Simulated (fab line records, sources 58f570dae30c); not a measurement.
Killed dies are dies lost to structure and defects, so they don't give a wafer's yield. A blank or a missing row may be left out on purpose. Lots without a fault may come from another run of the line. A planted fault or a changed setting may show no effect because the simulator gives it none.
A struck lot beside a sound one | flow berkeley_cmos170 | 11 steps out of a route of 331
Sound: wafers L314.1, L314.4, L314.6. Struck: wafers L311.2, L311.3, L311.5. The cause comes at the end.
At each step with rows: each side's tool, then ch and its chambers, then its first start. Under that, the readings that differ: sound wafers | struck wafers | difference of the means | sigmas: that difference in standard deviations of wafers without a fault.
alike: readings whose means differ by less than 2 such deviations, and words and numbers that are the same on both sides. not compared: withheld readings, readings that some wafer has no value for, bounds like >300 that may hide the same value, and numbers for which the record gives no deviation and whose values overlap.
The two part at a step that has a row with sigmas, a row that says differs or no value, or rows on one side only. Numbers that don't overlap but have no deviation are shown without sigmas and don't part them. A reading that every wafer of one side lacks parts them only if that side has two wafers or more.

UCB170_START_BOW_MEAS_00:
  sound on film_metro-02, day 5 14:00; struck on film_metro-02, day 4 23:01
  alike: INCOMING_BOW
then, 2 steps without rows for these wafers: UCB170_START_CLEAN_01 (cleans in dHF, time 60 s); UCB170_START_OXIDATION_02 (target thk 20 nm, ox time 1800 s).
UCB170_START_THK_MEAS_03:
  sound on film_metro-02, day 5 19:11; struck on film_metro-01, day 5 02:55
  alike: START_OXIDE_THK
then, 5 steps without rows for these wafers: UCB170_START_ANNEAL_04 (time 1200 s); UCB170_ZERO_HMDS_00 (prime time 60 s); UCB170_ZERO_COAT_01 (resist thk 900 nm); UCB170_ZERO_SOFTBAKE_02 (time 60 s); UCB170_ZERO_EXPOSE_03 (exposes mask PM MARKS, target cd 4000 nm).
UCB170_ZERO_PEB_04:
  sound on litho_track-01 ch 0, day 6 01:55; struck on litho_track-01, day 5 07:18
  no value came back on the struck wafers for chill_plate_temp_C (C), exhaust_pa (Pa), heater_power_total_W (W); on the sound wafers chill_plate_temp_C (C) reads 22.80 23.05 23.06
then, 1 step without rows for these wafers: UCB170_ZERO_DEVELOP_05 (develop time 45 s).

WHERE THEY PART
Only at UCB170_ZERO_PEB_04, within this record.

WHY: what the simulator had put in
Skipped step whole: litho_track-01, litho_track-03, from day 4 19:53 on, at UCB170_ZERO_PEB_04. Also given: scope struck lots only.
